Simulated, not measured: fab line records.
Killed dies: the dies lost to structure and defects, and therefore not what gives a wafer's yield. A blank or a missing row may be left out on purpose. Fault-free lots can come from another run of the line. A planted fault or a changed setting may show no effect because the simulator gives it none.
A struck lot beside a sound one ; flow rit_cmos ; 23 out of 202 route steps
Sound: wafers L665.1, L665.2, L665.3. The struck wafers were L674.1, L674.5, L674.6. At the end, the cause is stated.
Each step with rows lists, per side, the tool, then ch with its chambers, then its first start. Under that, the readings that differ: sound wafers ; struck wafers ; difference of the means ; sigmas: that difference in standard deviations of wafers without a fault.
alike: a reading whose means differ by less than 2 such deviations, as well as words and numbers matching on both sides. not compared: withheld readings; readings where some wafer has no value; bounds like >300 that might hide an equal value; numbers whose values overlap and for which the record gives no deviation.
The two part at a step that has a row with sigmas, a row that says differs or no value, or rows on one side only. Numbers that don't overlap but have no deviation are shown without sigmas and don't part them. A reading missing from all wafers of one side parts the sides only when that side holds two or more wafers.

first, 5 steps without rows for these wafers: RIT_GATE_WET_ETCH_00 (etches SiO2 in BOE, target depth 56 nm, time 60 s); RIT_GATE_CLEAN_01 (cleans in SC1, time 600 s); RIT_GATE_CLEAN_02 (cleans in dHF, time 30 s); RIT_GATE_CLEAN_03 (cleans in SC2, time 600 s); RIT_GATE_CLEAN_04 (cleans in dHF, time 60 s).
RIT_FOX2_THK_MEAS_91:
  sound on film_metro-03 at day 3 16:40; struck on film_metro-01 at day 5 11:16
  alike: FIELD_OXIDE_LEFT_2_THK
then, 2 steps without rows for these wafers: RIT_GATE_OXIDATION_05 (target thk 3 nm, ox time 270 s); RIT_GATE_ANNEAL_06 (time 600 s).
RIT_GATE_THK_MEAS_07:
  sound on film_metro-01 at day 3 18:03; struck on film_metro-03 at day 5 13:48
  alike: GATE_OXIDE_THK
then, 1 step without rows for these wafers: RIT_GATE_CVD_08 (deposits poly-Si from SiH4, target thk 250 nm, time 2220 s).
RIT_GATE_THK_MEAS_09:
  sound on film_metro-02 at day 3 19:44; struck on film_metro-03 at day 5 15:29
  alike: GATE_POLY_THK
then, 1 step without rows for these wafers: RIT_GATE_HMDS_10 (prime time 60 s).
RIT_GATE_COAT_11: resist thk 850 nm.
  sound on litho_track-02 ch 0, day 3 19:56; struck on litho_track-04 ch 0, day 5 15:41
reading;sound;struck;difference;sigmas
model.NOVOLAK_of_GATE_COAT_11.thk_nm (nm);849.5 846.9 849.7;466.8 466.4 467;-382.0;
then, 4 steps without rows for these wafers: RIT_GATE_SOFTBAKE_12 (time 60 s); RIT_GATE_EXPOSE_13 (exposes mask M6, target cd 150 nm); RIT_GATE_PEB_14; RIT_GATE_DEVELOP_15 (develop time 50 s).
RIT_GATE_CD_MEAS_16: the cd target is 150 nm.
  sound on cd_sem-01 at day 3 20:46; struck on cd_sem-02 at day 5 16:34
reading;sound;struck;difference;sigmas
cd_nm (nm);150.0 147.7 151.2;60.7 61.2 62.3;-88.2;-35
RIT_GATE_OVL_MEAS_17:
  sound on overlay-01 at day 3 20:53; struck on overlay-02 at day 5 16:41
  alike: GATE_OVL
then, 1 step without rows for these wafers: RIT_GATE_HARDBAKE_18 (time 60 s).
RIT_GATE_ETCH_19: etches poly-Si in SF6/CHF3/O2, stops on SiO2, time 165 s, target depth 312.5 nm.
  sound on rie_si-01 ch 0,2,3, day 3 21:04; struck on rie_si-02 ch 0,1,3, day 5 16:52
reading;sound;struck;difference;sigmas
model.NOVOLAK_of_GATE_COAT_11.thk_nm (nm);673.4 671 670.2;331.6 332.5 338.8;-337.2;
model.GATE.cd_nm (nm);150.1 148.1 150.8;60.43 60.84 62.29;-88.48;
  alike: drypump_motor_current_A, oes_product_au, throttle_valve_pct
  not compared: rf_hours_counter_h
RIT_GATE_STRIP_20: strips in O2, time 180 s.
  sound on plasma_asher-04 ch 0,1, day 3 21:11; struck on plasma_asher-01 ch 0,1, day 5 16:59
  alike: drypump_motor_current_A
  not compared: rf_hours_counter_h
RIT_M1_PROBE_99:
  the record has rows for the struck wafers here (prober-01, day 6 13:47) and none for the sound ones

## WHERE THEY PART
Last at RIT_M1_PROBE_99 as far as this record goes, first at RIT_GATE_CD_MEAS_16.

WHY: what had been put in by the simulator
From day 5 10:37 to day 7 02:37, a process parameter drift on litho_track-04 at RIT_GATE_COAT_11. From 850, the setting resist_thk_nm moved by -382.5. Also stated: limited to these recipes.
